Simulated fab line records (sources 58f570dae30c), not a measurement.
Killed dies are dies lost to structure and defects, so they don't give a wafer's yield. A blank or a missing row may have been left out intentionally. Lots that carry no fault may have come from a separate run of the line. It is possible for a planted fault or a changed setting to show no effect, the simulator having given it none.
A struck lot beside a sound one + flow berkeleyCmos170 + 43 steps out of a route of 331
Sound: the wafers L932.1, L932.3, L932.5. Wafers L942.1, L942.2, L942.4 were the ones struck. The cause comes at the end.
For every step that has rows: the tool of each side, followed by ch and its chambers, followed by its first start. Under that, the readings that differ: sound wafers + struck wafers + difference of the means + sigmas: that difference in standard deviations of wafers without a fault.
alike: readings with means less than 2 such deviations apart, plus words and numbers identical on both sides. not compared: withheld readings, readings lacking a value on some wafer, bounds such as >300 that could conceal the same value, and numbers that have no deviation in the record and whose values overlap.
Wherever a step has rows on one side only, a row that says differs or no value, or a row with sigmas, the two part there. When numbers do not overlap yet have no deviation, they are printed without sigmas and do not part them. Lack of a reading on every wafer of one side parts them only where that side has two or more wafers.

first, 1 step without rows for these wafers: UCB170_PLDD_IMPLANT_09.
UCB170_PLDD_STRIP_10: strips in O2.
  sound on plasmaAsher-01 ch 0,1, day 8 16:19; struck on plasmaAsher-03 ch 0,1, day 10 15:07
  alike: drypumpMotorCurrentA, oesProductAu, stripTimeToEndpointS
  not compared: rfHoursCounterH
UCB170_PLDD_TW_MEAS_11:
  sound on filmMetro-04, day 8 16:25; struck on filmMetro-02, day 10 15:13
  alike: PLDD_TW
then, 7 steps without rows for these wafers: UCB170_PLDD_CLEAN_12 (cleans in SPM, time 600 s); UCB170_NLDD_HMDS_00 (prime time 60 s); UCB170_NLDD_COAT_01 (resist thk 900 nm); UCB170_NLDD_SOFTBAKE_02 (time 60 s); UCB170_NLDD_EXPOSE_03 (exposes mask NSELECT, target cd 1200 nm); UCB170_NLDD_PEB_04; UCB170_NLDD_DEVELOP_05 (develop time 45 s).
UCB170_NLDD_CD_MEAS_06: the cd target is 1200 nm.
  sound on cdSem-01, day 8 17:46; struck on cdSem-01, day 10 17:01
  alike: cdNm
UCB170_NLDD_OVL_MEAS_07:
  sound on overlay-02, day 8 17:53; struck on overlay-02, day 10 17:08
  alike: NLDD_OVL
UCB170_NLDD_IMPLANT_08:
  sound on implanter-01 ch 0, day 8 17:55; struck on implanter-01 ch 0, day 10 17:10
| reading                  | sound             | struck            | difference | sigmas |
|--------------------------|-------------------|-------------------|------------|--------|
| implantIonAmu            | 75 75 75          | 49 49 49          | -26        |        |
| model.implant.drpNm (nm) | 9.611 9.611 9.611 | 12.97 12.97 12.97 | +3.36      |        |
| model.implant.rpNm (nm)  | 21.78 21.78 21.78 | 24.88 24.88 24.88 | +3.10      |        |
  alike: doseIonsCm2
after that, 1 step had no rows for these wafers: UCB170_NLDD_IMPLANT_09.
UCB170_NLDD_STRIP_10: strips in O2.
  sound on plasmaAsher-04 ch 0,1, day 8 18:13; struck on plasmaAsher-02 ch 0,1, day 10 17:28
| reading                  | sound             | struck            | difference | sigmas |
|--------------------------|-------------------|-------------------|------------|--------|
| stripTimeToEndpointS (s) | 21.63 21.51 21.56 | 21.69 21.62 21.74 | +0.12      | +2     |
  alike: drypumpMotorCurrentA, oesProductAu
  not compared: rfHoursCounterH
UCB170_NLDD_TW_MEAS_11:
  sound on filmMetro-04, day 8 18:19; struck on filmMetro-01, day 10 17:34
| reading | sound          | struck         | difference | sigmas |
|---------|----------------|----------------|------------|--------|
| NLDD_TW | 2230 2222 2219 | 1892 1899 1881 | -333       | -14    |
then, 1 step without rows for these wafers: UCB170_NLDD_CLEAN_12 (cleans in SPM, time 600 s).
UCB170_SPACER_CVD_00: deposits SiO2 from TEOS/O2, target thk 376 nm, time 47 s.
  sound on pecvd-01 ch 0,1,2, day 8 18:34; struck on pecvd-01 ch 1,2, day 10 18:14
  alike: heaterPowerW, susceptorTempC
UCB170_SPACER_THK_MEAS_01:
  sound on filmMetro-04, day 8 18:38; struck on filmMetro-03, day 10 18:16
  alike: SPACER_TEOS_THK
then, 1 step without rows for these wafers: UCB170_SPACER_ANNEAL_02 (time 1800 s).
UCB170_SPACER_ETCHBACK_03: etches SiO2 in CHF3/CF4/Ar, stops on Si, target depth 376 nm, time 100 s.
  sound on rieDiel-04 ch 1,2,3, day 9 00:11; struck on rieDiel-02 ch 1,2,3, day 10 22:47
  alike: drypumpMotorCurrentA, oesProductAu, throttleValvePct
  not compared: rfHoursCounterH
then, 6 steps without rows for these wafers: UCB170_PSD_HMDS_00 (prime time 60 s); UCB170_PSD_COAT_01 (resist thk 900 nm); UCB170_PSD_SOFTBAKE_02 (time 60 s); UCB170_PSD_EXPOSE_03 (exposes mask PSELECT MOD, target cd 1200 nm); UCB170_PSD_PEB_04; UCB170_PSD_DEVELOP_05 (develop time 45 s).
UCB170_PSD_CD_MEAS_06: the cd target is 1200 nm.
  sound on cdSem-02, day 9 02:11; struck on cdSem-01, day 11 00:08
  alike: cdNm
UCB170_PSD_OVL_MEAS_07:
  sound on overlay-02, day 9 02:18; struck on overlay-01, day 11 00:16
  alike: PSD_OVL
after that, 1 step had no rows for these wafers: UCB170_PSD_IMPLANT_08.
UCB170_PSD_STRIP_09: strips in O2.
  sound on plasmaAsher-01 ch 0,1, day 9 02:29; struck on plasmaAsher-02 ch 0,1, day 11 00:26
| reading                  | sound       | struck      | difference | sigmas |
|--------------------------|-------------|-------------|------------|--------|
| drypumpMotorCurrentA (A) | 5.1 5.2 5.2 | 6.1 6.6 6.1 | +1.1       | +2     |
  alike: oesProductAu, stripTimeToEndpointS
  not compared: rfHoursCounterH
UCB170_PSD_TW_MEAS_10:
  sound on filmMetro-04, day 9 02:35; struck on filmMetro-01, day 11 00:32
  alike: PSD_TW
then, 7 steps without rows for these wafers: UCB170_PSD_CLEAN_11 (cleans in SPM, time 600 s); UCB170_NSD_HMDS_00 (prime time 60 s); UCB170_NSD_COAT_01 (resist thk 900 nm); UCB170_NSD_SOFTBAKE_02 (time 60 s); UCB170_NSD_EXPOSE_03 (exposes mask NSELECT MOD, target cd 1200 nm); UCB170_NSD_PEB_04; UCB170_NSD_DEVELOP_05 (develop time 45 s).
UCB170_NSD_CD_MEAS_06: the cd target is 1200 nm.
  sound on cdSem-01, day 9 05:05; struck on cdSem-01, day 11 01:55
  alike: cdNm
UCB170_NSD_OVL_MEAS_07:
  sound on overlay-02, day 9 05:12; struck on overlay-02, day 11 02:02
  alike: NSD_OVL
after that, 1 step had no rows for these wafers: UCB170_NSD_IMPLANT_08.
UCB170_SDANNEAL_RS_MEAS_05: measurement is done with a four-point probe.
  sound on filmMetro-02, day 9 07:54; struck on filmMetro-04, day 11 03:47
| reading          | sound             | struck | difference                    | sigmas |
|------------------|-------------------|--------|-------------------------------|--------|
| NLDD_RS (ohm/sq) | 619.4 618.7 619.4 | - - -  | no value on the struck wafers |        |

## WHERE THEY PART
At UCB170_NLDD_STRIP_10 first; at UCB170_SDANNEAL_RS_MEAS_05 last (within this record only).

WHY: what the simulator had put in
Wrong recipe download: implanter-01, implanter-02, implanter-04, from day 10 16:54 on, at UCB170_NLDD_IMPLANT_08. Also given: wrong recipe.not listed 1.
